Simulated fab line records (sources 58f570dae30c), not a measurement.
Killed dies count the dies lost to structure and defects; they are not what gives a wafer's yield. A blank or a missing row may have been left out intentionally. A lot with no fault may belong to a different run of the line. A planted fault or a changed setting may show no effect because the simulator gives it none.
A sampling plan put to the test ; flow berkeley_cmos170 ; one fab line, 32 faults that these records tell of, each judged on the records of the lots that it struck; 1 more is left out, because the records don't allow judging it
The plan consists of the line's own looks: route steps at which the wafer is read by a gauge or an inspection but not changed. A look is open to judgement when struck wafers have a number at it and the file gives its usual mean and standard deviation on fault-free wafers. Caught: at a look after the fault's first step, the mean of the struck wafers lies 4 or more of those standard deviations (sigma) from the usual mean. On the tool: the fault's steps, tested the same way using the tool's own readings. If the struck wafers alone have a blank record, or they carry another recipe, that too counts as caught.

## THE FAULTS, as the simulator had put them in
1. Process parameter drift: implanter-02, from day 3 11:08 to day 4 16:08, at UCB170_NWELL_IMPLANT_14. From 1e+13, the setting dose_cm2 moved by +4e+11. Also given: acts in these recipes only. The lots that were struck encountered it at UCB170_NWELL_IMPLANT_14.
2. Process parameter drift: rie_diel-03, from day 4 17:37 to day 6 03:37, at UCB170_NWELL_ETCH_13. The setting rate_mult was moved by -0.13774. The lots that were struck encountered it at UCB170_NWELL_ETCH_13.
3. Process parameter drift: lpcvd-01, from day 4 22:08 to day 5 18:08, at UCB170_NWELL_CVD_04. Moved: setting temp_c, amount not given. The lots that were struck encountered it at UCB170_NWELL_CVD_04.
4. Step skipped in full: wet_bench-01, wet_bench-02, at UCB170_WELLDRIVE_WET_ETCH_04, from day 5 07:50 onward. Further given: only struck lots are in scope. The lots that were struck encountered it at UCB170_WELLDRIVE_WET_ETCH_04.
5. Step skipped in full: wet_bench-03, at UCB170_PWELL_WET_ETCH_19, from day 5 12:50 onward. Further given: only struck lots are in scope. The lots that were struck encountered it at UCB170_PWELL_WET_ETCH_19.
6. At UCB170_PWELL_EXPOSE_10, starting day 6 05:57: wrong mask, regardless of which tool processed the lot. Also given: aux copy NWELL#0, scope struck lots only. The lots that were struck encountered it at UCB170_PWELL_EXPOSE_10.
7. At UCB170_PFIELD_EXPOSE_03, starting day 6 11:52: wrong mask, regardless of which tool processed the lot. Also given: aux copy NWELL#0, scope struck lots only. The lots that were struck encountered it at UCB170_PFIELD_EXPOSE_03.
8. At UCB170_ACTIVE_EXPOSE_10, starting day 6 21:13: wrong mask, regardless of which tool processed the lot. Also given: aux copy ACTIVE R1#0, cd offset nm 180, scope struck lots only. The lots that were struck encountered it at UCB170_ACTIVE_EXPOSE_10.
9. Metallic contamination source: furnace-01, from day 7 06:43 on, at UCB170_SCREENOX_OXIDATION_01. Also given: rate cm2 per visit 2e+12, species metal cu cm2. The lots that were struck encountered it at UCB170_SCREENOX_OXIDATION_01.
10. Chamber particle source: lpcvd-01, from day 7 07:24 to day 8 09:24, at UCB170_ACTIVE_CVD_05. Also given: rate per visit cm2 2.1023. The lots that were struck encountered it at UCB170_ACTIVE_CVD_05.
11. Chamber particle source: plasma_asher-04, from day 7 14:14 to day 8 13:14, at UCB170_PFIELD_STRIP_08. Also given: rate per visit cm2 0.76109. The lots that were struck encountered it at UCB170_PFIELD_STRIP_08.
12. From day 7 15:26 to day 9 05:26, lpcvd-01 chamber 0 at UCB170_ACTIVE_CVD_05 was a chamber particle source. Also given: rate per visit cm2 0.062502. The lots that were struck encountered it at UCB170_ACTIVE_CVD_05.
13. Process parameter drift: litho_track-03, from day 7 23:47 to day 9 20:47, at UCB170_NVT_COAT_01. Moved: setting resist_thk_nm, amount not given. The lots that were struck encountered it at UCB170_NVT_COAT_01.
14. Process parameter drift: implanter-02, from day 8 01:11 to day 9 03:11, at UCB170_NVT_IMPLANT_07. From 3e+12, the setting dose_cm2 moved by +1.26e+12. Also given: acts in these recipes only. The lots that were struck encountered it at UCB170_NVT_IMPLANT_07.
15. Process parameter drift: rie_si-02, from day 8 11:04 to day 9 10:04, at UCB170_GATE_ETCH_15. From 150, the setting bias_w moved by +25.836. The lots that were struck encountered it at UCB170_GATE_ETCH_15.
16. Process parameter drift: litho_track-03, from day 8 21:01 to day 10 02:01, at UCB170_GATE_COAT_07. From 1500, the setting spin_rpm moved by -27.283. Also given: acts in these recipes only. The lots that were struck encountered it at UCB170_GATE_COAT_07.
17. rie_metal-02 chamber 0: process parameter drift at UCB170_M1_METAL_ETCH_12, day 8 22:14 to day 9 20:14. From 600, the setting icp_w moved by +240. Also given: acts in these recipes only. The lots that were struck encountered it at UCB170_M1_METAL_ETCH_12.
18. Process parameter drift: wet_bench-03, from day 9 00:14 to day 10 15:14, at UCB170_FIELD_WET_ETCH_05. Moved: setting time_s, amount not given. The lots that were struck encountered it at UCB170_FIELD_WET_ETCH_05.
19. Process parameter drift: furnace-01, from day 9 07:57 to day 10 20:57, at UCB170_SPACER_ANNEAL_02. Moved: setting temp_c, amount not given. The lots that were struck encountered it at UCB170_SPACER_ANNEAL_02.
20. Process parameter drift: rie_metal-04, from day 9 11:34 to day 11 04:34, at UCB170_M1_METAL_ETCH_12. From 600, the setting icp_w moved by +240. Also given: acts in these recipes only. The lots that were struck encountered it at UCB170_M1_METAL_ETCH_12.
21. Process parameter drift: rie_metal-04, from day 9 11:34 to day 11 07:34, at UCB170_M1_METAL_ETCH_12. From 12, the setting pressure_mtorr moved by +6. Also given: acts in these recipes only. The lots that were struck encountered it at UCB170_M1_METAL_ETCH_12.
22. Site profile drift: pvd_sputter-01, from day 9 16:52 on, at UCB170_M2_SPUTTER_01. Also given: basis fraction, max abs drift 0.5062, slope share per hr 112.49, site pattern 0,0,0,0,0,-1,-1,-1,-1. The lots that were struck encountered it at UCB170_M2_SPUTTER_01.
23. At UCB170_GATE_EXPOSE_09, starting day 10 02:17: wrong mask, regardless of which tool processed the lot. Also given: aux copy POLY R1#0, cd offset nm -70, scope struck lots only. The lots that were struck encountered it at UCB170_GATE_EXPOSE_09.
24. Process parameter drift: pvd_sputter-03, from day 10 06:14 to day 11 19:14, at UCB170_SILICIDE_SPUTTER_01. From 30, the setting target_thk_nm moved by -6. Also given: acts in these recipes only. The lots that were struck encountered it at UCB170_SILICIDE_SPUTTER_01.
25. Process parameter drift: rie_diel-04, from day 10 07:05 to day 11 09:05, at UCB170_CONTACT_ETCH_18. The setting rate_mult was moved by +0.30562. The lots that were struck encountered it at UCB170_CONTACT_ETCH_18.
26. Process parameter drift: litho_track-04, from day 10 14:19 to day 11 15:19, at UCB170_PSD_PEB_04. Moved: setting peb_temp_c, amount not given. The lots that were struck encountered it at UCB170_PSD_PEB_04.
27. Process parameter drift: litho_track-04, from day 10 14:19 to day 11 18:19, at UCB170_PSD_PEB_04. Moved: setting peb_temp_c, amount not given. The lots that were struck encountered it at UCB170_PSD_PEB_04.
28. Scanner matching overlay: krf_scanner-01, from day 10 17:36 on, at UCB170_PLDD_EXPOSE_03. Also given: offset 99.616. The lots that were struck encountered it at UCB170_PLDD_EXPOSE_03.
29. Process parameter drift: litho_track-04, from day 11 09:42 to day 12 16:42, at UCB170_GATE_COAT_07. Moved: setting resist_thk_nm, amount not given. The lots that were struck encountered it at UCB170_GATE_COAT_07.
30. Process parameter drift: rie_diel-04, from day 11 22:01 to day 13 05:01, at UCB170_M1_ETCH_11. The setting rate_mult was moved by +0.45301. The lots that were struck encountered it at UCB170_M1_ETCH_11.
31. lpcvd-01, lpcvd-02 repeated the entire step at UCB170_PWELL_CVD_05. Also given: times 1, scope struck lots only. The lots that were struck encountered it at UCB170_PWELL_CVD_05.
32. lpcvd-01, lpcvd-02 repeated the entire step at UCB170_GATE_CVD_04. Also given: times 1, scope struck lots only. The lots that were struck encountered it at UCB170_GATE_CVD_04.

## WHAT THE PLAN SAW
fault;on the tool itself;first look that catches it;reading, sigma;median hours from its first step to that look;hours from the fault's start to the first struck lot there;judged looks passed uncaught
1;dose_ions_cm2 +35 sigma;no look after it can be judged;-;-;-;0
2;under 2 sigma;none of the 2 looks that can be judged after it;-;-;-;2
3;susceptor_temp_C +94 sigma;UCB170_NWELL_THK_MEAS_05;NWELL_NITRIDE_THK +82;1.9;6;0
4;the tool's record is blank for the struck wafers;no look after it can be judged;-;-;-;0
5;the tool's record is blank for the struck wafers;no look after it can be judged;-;-;-;0
6;under 2 sigma;UCB170_PWELL_TW_MEAS_17;PWELL_TW -96;1.6;6;0
7;no reading that can be judged;UCB170_PFIELD_TW_MEAS_09;PFIELD_TW -76;1.2;5;0
8;no reading that can be judged;UCB170_ACTIVE_CD_MEAS_13;cd_nm +99 or beyond;1.0;10;0
9;under 2 sigma;none of the 7 looks that can be judged after it;-;-;-;7
10;under 2 sigma;not the one look that can be judged after it;-;-;-;1
11;under 2 sigma;not the one look that can be judged after it;-;-;-;1
12;no reading that can be judged;none of the 2 looks that can be judged after it;-;-;-;2
13;under 2 sigma;not the one look that can be judged after it;-;-;-;1
14;dose_ions_cm2 +99 or beyond sigma;UCB170_NVT_TW_MEAS_09;NVT_TW +9.3;0.2;3;0
15;bias_w +57 sigma;no look after it can be judged;-;-;-;0
16;spin_speed_rpm -33 sigma;none of the 2 looks that can be judged after it;-;-;-;2
17;rf_fwd_power_W +99 or beyond sigma;UCB170_M1_CD_MEAS_90;cd_nm -6.5;0.2;21;0
18;run_length_s +99 or beyond sigma;none of the 6 looks that can be judged after it;-;-;-;6
19;tube_center_temp_C -99 or beyond sigma;UCB170_SDANNEAL_RS_MEAS_04;PLDD_RS +50;6.6;11;0
20;rf_fwd_power_W +99 or beyond sigma;UCB170_M1_CD_MEAS_90;cd_nm -6.4;0.2;7;0
21;chamber_pressure_mTorr +99 or beyond sigma;no look after it can be judged;-;-;-;0
22;under 2 sigma;UCB170_M2_RS_MEAS_02;M2_AL_RS +45;0.1;7;0
23;under 2 sigma;UCB170_GATE_CD_MEAS_12;cd_nm -50;0.4;3;0
24;under 2 sigma;UCB170_SILICIDE_RS_MEAS_02;SILICIDE_TI_RS +20;0.1;11;0
25;under 2 sigma;no look after it can be judged;-;-;-;0
26;heater_power_total_W -99 or beyond sigma;UCB170_PSD_CD_MEAS_06;cd_nm -76;0.3;2;0
27;heater_power_total_W +99 or beyond sigma;UCB170_PSD_CD_MEAS_06;cd_nm +39;0.3;2;0
28;under 2 sigma;UCB170_PLDD_OVL_MEAS_07;PLDD_OVL +19;0.6;17;0
29;no reading that can be judged;UCB170_GATE_CD_MEAS_12;cd_nm -34;1.4;4;0
30;oes_product_au +19 sigma;no look after it can be judged;-;-;-;0
31;under 2 sigma;UCB170_PWELL_THK_MEAS_06;PWELL_NITRIDE_THK +90;4.0;-;0
32;under 2 sigma;UCB170_GATE_THK_MEAS_05;GATE_POLY_THK +99 or beyond;4.4;-;0
Dash: fault not caught, or number not given in these records.

Caught at a look: 17 of 32. Caught on the tool: 15 of 32. By one or the other: 25 of 32.
Faults caught by the tool alone: 1, 4, 5, 15, 16, 18, 21, 30.
Caught at a look alone: faults 6, 7, 8, 22, 23, 24, 28, 29, 31, 32.
Caught by neither: faults 2, 9, 10, 11, 12, 13, 25.

## THINNER SAMPLING
In the worst case, this is how late the first struck lot would be measured if the look that catches a fault measured only every second or every third lot, by lot number:
fault;struck lots at that look, in order of time;every lot;every second lot;every third lot
3;L157, L156;6 h;6 h;may miss all 2
6;L556;6 h;may miss it;may miss it
7;L961;5 h;may miss it;may miss it
8;L242;10 h;may miss it;may miss it
14;L409, L411;3 h;may miss all 2;may miss all 2
17;L154;21 h;may miss it;may miss it
19;L223, L222;11 h;11 h;may miss all 2
20;L837, L841;7 h;may miss all 2;may miss all 2
22;L880, L881;7 h;17 h;may miss all 2
23;L651;3 h;may miss it;may miss it
24;L142, L143;11 h;15 h;may miss all 2
26;L894, L896;2 h;may miss all 2;may miss all 2
27;L496, L498, L500;2 h;may miss all 3;28 h
28;L840, L842, L843;17 h;22 h;may miss all 3
29;L612, L614;4 h;may miss all 2;may miss all 2
Hours count from the start of the fault until the first struck lot that is measured. The test against the limit of 4 sigma pooled every struck wafer, which means one lot taken alone may stay below that limit. Other struck lots may not be in these records.

## THE LONGEST TIMED WAY FROM STEP TO LOOK
Fault 19: a median of 6.6 hours passes between UCB170_SPACER_ANNEAL_02 and UCB170_SDANNEAL_RS_MEAS_04. No look between them can be judged.
